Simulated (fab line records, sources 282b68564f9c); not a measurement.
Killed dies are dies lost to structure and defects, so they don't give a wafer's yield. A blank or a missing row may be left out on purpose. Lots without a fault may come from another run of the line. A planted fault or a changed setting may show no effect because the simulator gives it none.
Problem report in the 8D (eight disciplines) form, filled by code | flow rit_cmos | the parts of the form that need people (team, actions taken, sign-off) are left out

1. THE PROBLEM
ACTIVE_NITRIDE_THK at RIT_ACTIVE_THK_MEAS_04 reads a mean of 173.3 nm on 9 wafers of 3 lots; wafers without a fault read 149.7 nm with a standard deviation of 1.6. That is +15 standard deviations from the usual mean.
First seen on wafer L628.1, day 4 03:04, on film_metro-01. The record holds 42 wafers of 14 lots with a number at this step. Rule for "out", or "out of limits": more than 4 standard deviations from the usual mean. The other wafers with a number count as sound.

2. WHAT IT IS AND WHAT IT IS NOT
question                    | is                           | is not
which readings at this step | ACTIVE_NITRIDE_THK           | -
which lots                  | L628, L630, L631             | L616, L617, L618, L619, L620, L621, L627, L632, L633, L634, L636
which wafers of those lots  | all that have a number       | -
read on which gauges        | film_metro-01, film_metro-03 | film_metro-02
when                        | from day 4 03:04             | up to then (21 sound wafers); but 12 sound wafers of L632, L633, L634, L636 came after

3. SUSPECTS, AND WHAT RULES EACH OUT
Counting: a tool at a process step up to the reading stays a suspect if it ran every lot that is out and no sound lot after the first of them.
- the gauge at RIT_ACTIVE_THK_MEAS_04: ruled out. The wafers that are out were read on 2 gauges (film_metro-01, film_metro-03).
- lpcvd-01 at RIT_ACTIVE_CVD_03 (deposits Si3N4 from SiH2Cl2/NH3, target thk 150 nm, time 1500 s): kept. It ran every lot that is out, first L628 (day 4 00:56), and no sound lot after that; its last sound lot up to then is L627 (day 3 20:17). Its own readings are out on those wafers: nh3_flow_sccm.
Left after counting: lpcvd-01 at RIT_ACTIVE_CVD_03.

4. THE CAUSE (what the simulator had put in)
Process parameter drift: lpcvd-01, from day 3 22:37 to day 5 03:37, at RIT_ACTIVE_CVD_03. Setting nh3_flow_sccm, moved by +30, from 150. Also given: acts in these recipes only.
Counting left only this tool.

5. THE CHAIN OF EFFECTS, in route order
Each row: a reading whose mean over the struck wafers that have a number lies more than 3 standard deviations from the usual. Only readings for which the record gives a usual standard deviation are gone through. hours: the time from each lot's start at the first step in this table that gives one to its start at this step, as a median over the lots. sigmas: the change in usual standard deviations.
hours | step                   | reading            | usual      | on struck wafers | change | sigmas
0     | RIT_ACTIVE_CVD_03      | nh3_flow_sccm      | 149.9 sccm | 180.2            | +30.3  | +74
1     | RIT_ACTIVE_THK_MEAS_04 | ACTIVE_NITRIDE_THK | 149.7 nm   | 173.3            | +23.6  | +15
6     | RIT_ACTIVE_ETCH_13     | oes_product_au     | 0.816 a.u. | 0.886            | +0.070 | +5.4
The process steps in it:
- RIT_ACTIVE_CVD_03: deposits Si3N4 from SiH2Cl2/NH3, target thk 150 nm, time 1500 s.
- RIT_ACTIVE_ETCH_13: etches Si3N4 in SF6, stops on SiO2, time 210 s, target depth 210 nm.

6. WHAT WOULD HAVE CAUGHT IT SOONER
In this record the first reading out of limits at a measuring or inspecting step was taken at day 4 03:04, 4 hours after the fault began at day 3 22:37.
The tool's own readings at RIT_ACTIVE_CVD_03 were out on every struck wafer that the step has a row for (nh3_flow_sccm): an alarm limit on them would have fired on the first of those.
Of the lots that are out (3), L630, L631 began RIT_ACTIVE_CVD_03 on lpcvd-01 after day 4 03:04. A hold on the tool at that time would have spared those 2.
